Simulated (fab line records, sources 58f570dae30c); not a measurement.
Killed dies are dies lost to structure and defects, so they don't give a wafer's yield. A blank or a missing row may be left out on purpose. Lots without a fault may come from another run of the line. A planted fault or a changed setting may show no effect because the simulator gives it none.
Chamber matching | flow berkeley_cmos170 | UCB170_V2_CMP_02 on cmp-01: 4 sister chambers
The step polishes SiO2. 4 wafers are shown with their chamber, then 8 later ones without.

WAFERS WITH THEIR CHAMBER
wafer  | chamber | motor_current_A (A)
L266.4 | 1       | 15.3
L265.6 | 3       | 13.4
L264.1 | 2       | 17.6
L281.2 | 0       | 19.1

WAFERS WITHOUT THEIR CHAMBER
wafer  | motor_current_A (A)
L281.3 | 17.6
L281.5 | 13.4
L282.1 | 14.7
L282.2 | 19.5
L282.6 | 17.5
L279.2 | 13.8
L279.4 | 13.7
L279.5 | 18.1

WHICH CHAMBER EACH WENT THROUGH
wafer  | from the rows above     | in truth
L281.3 | 2                       | 2
L281.5 | 3                       | 3
L282.1 | can't be placed: 1 or 3 | 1
L282.2 | 0                       | 0
L282.6 | 2                       | 2
L279.2 | 3                       | 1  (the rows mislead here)
L279.4 | 3                       | 3
L279.5 | can't be placed: 2 or 0 | 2
Placed correctly: 5 of 8. Can't be placed from these rows: 2 (the true chamber is among the candidates in 2). Placed wrongly: 1.
How it was worked out, from the rows above alone: a wafer's distance from a chamber is the root of the sum, over the readings, of the square of ((its reading less the chamber's mean) divided by the reading's scatter). The wafer belongs to the nearest chamber; if the next one is less than 2 further off, it can't be placed. A chamber's mean is the mean of its shown wafers. The scatter: with one shown wafer a chamber, the root of the mean of the squares of how far each hidden wafer lies from its nearest shown one.
